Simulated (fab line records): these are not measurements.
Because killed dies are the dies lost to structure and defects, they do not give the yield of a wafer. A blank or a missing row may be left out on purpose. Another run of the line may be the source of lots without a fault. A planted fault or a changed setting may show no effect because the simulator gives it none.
Which tool was responsible? | flow ritCmos | route of 202 steps, sampled at 1 step: 13 lots, 39 wafers

## WHAT THE GAUGES SHOWED, per wafer
No reading from a measuring or inspecting step in the record can be judged against a usual standard deviation.

## WHICH TOOL RAN EACH LOT (tool, then ch and the chambers of the sampled wafers, then the start)
lot  | RIT_M1_SPUTTER_00
L216 | pvdSputter-01, day 3 08:35
L217 | pvdSputter-03, day 3 14:09
L218 | pvdSputter-01, day 3 16:06
L219 | pvdSputter-03, day 3 20:29
L220 | pvdSputter-01, day 4 03:34
L221 | pvdSputter-03, day 4 10:18
L222 | pvdSputter-01, day 4 12:28
L223 | pvdSputter-03, day 4 22:11
L224 | pvdSputter-01, day 5 01:37
L225 | pvdSputter-03, day 5 09:07
L226 | pvdSputter-04, day 5 14:04
L229 | pvdSputter-03, day 6 02:52
L238 | pvdSputter-01, day 7 20:56
- RIT_M1_SPUTTER_00: material Al, target thk 400 nm, time 500 s.

## WHAT THE TOOLS THEMSELVES READ (means of the sampled wafers that have a number; where no wafer has one, the mark that the record gives instead)
RIT_M1_SPUTTER_00. Usual: cathodeDcPowerW 2000.0 W, standard deviation 0.38; substrateTempC 25.00 C, standard deviation 0.11; throttleValvePct 29.9 %, standard deviation 0.69.
lot  | tool          | cathodeDcPowerW (W) | substrateTempC (C) | throttleValvePct (%) | flag
L216 | pvdSputter-01 | 1999.8              | 25.05              | 29.3                 | 
L217 | pvdSputter-03 | 2000.0              | 24.96              | 30.1                 | 
L218 | pvdSputter-01 | 2000.2              | 24.96              | 29.5                 | 
L219 | pvdSputter-03 | 1999.6              | 24.89              | 30.1                 | 
L220 | pvdSputter-01 | 2000.0              | 24.97              | 29.7                 | 
L221 | pvdSputter-03 | 1999.9              | 24.94              | 30.0                 | 
L222 | pvdSputter-01 | 2000.1              | 25.02              | 29.3                 | 
L223 | pvdSputter-03 | 1999.8              | 25.03              | 30.4                 | 
L224 | pvdSputter-01 | 1999.8              | 24.97              | 29.7                 | 
L225 | pvdSputter-03 | 1999.4              | 24.96              | 30.6                 | 
L226 | pvdSputter-04 | 2000.2              | 24.92              | 29.9                 | 
L229 | pvdSputter-03 | 1973.0              | 24.99              | 30.9                 | OFF
L238 | pvdSputter-01 | 2000.0              | 24.92              | 29.4                 | 

## THE ANSWER, worked out from the rows above alone
Rule: take the mean of a lot's wafers that have a number; if it is more than 3 standard deviations from the usual mean, the lot is off. Also off: a lot with no number at a reading for which 4 or more lots have one. All remaining lots with rows at the step are treated as sound. The gauges are gone through in route order, then the tools' own readings, and for those a lot's mean is taken as printed above. At the first step where some lot is off, the reading lying furthest off is the one used; lots without a number count as furthest.
Off: L229, at RIT_M1_SPUTTER_00 (cathodeDcPowerW).
If a tool, at that step or one of the process steps before it, ran each lot that is off and ran no sound lot following the first of them, it fits. One fits: RIT_M1_SPUTTER_00 on pvdSputter-03. Its last sound lot is L225 (day 5 09:07), its first lot that is off L229 (day 6 02:52): a fault that began between those two fits.
The tool's own readings at RIT_M1_SPUTTER_00 bear it out: on the lots that are off they differ by more than 5 times the standard deviation of the sound lots' means. cathodeDcPowerW reads 1973.0 W there against 1999.9 W on the sound lots.

## WHAT THE SIMULATOR HAD INSERTED
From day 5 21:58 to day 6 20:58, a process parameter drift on pvdSputter-03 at RIT_M1_SPUTTER_00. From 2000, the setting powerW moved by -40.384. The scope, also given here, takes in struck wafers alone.
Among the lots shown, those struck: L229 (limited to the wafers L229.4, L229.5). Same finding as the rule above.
